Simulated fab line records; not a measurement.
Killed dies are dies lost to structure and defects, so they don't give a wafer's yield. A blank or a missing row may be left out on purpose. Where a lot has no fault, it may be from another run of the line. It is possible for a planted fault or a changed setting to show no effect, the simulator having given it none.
2 desks, one fault | flow rit_cmos | every desk sees just its own numbers, and what lay behind them comes last

## METROLOGY DESK
What the gauges read for every lot (on any tool): the sampled wafers with a number, averaged. Any lot whose mean is over 4 standard deviations away from the usual mean is out of limits and marked OUT; that distance is given in the brackets.
Columns: A = ACTIVE_NITRIDE_THK at RIT_ACTIVE_THK_MEAS_04, usual 150.2 nm
lot  | first seen here | A
L879 | day 1 19:08     | 151.1
L880 | day 1 23:52     | 151.9
L881 | day 2 05:28     | 148.3
L882 | day 2 09:56     | 150.7
L883 | day 2 14:41     | 150.8
L884 | day 2 19:32     | 149.5
L885 | day 3 01:55     | 150.0
L891 | day 4 06:33     | 150.7
L892 | day 4 12:39     | 149.3
L893 | day 4 17:51     | 147.4
L895 | day 5 03:26     | 195.8 (+33) OUT
L900 | day 6 04:47     | 151.0
L901 | day 6 08:32     | 149.5
This desk finds L895 out of limits, with the earliest case on L895 at day 5 03:26 (ACTIVE_NITRIDE_THK at RIT_ACTIVE_THK_MEAS_04). In limits: L879, L880, L881, L882, L883, L884, L885, L891, L892, L893, L900, L901.

## FOR THE TOOL OWNER'S DESK: lpcvd-02
The tool's own readings at RIT_ACTIVE_CVD_03 (deposits Si3N4 from SiH2Cl2/NH3, target thk 150 nm, time 1500 s): means of the sampled wafers that have a number, for each lot that ran on this tool. Any lot whose mean is over 4 standard deviations away from the usual mean is out of limits and marked OUT; that distance is given in the brackets.
Columns: A = sih2cl2_flow_sccm at RIT_ACTIVE_CVD_03, usual 59.99 sccm; B = spike_tc_centre_C at RIT_ACTIVE_CVD_03, usual 812.2 C; C = zone_power_centre_pct at RIT_ACTIVE_CVD_03, usual 40 %
lot  | first seen here | A     | B     | C
L880 | day 1 22:27     | 59.75 | 813.1 | 37
L882 | day 2 08:31     | 60.04 | 812.5 | 47
L883 | day 2 13:15     | 59.98 | 812.8 | 48
L884 | day 2 18:07     | 60.23 | 812.5 | 47
L885 | day 3 00:29     | 60.01 | 813.2 | 37
L891 | day 4 05:07     | 59.87 | 812.9 | 37
L892 | day 4 11:12     | 60.06 | 813.4 | 37
L895 | day 5 02:02     | 60.27 | 812.5 | 48
Finding of this desk: none of the 8 lots has anything out of limits.

## PUT TOGETHER
Metrology desk: alarm possible at day 5 03:26 on L895.
The desk of the tool owner found nothing out of limits.
On record at the tool owner's desk: L895, within its limits.
RIT_ACTIVE_CVD_03 was run on lpcvd-02 by each of the lots named.

## WHAT THE SIMULATOR PUT IN
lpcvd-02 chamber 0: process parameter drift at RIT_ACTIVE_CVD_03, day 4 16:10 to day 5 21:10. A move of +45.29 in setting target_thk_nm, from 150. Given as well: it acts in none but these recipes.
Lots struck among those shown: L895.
Per desk, hours elapsed from the start of the fault to the first reading out of limits: for the metrology desk, 11.
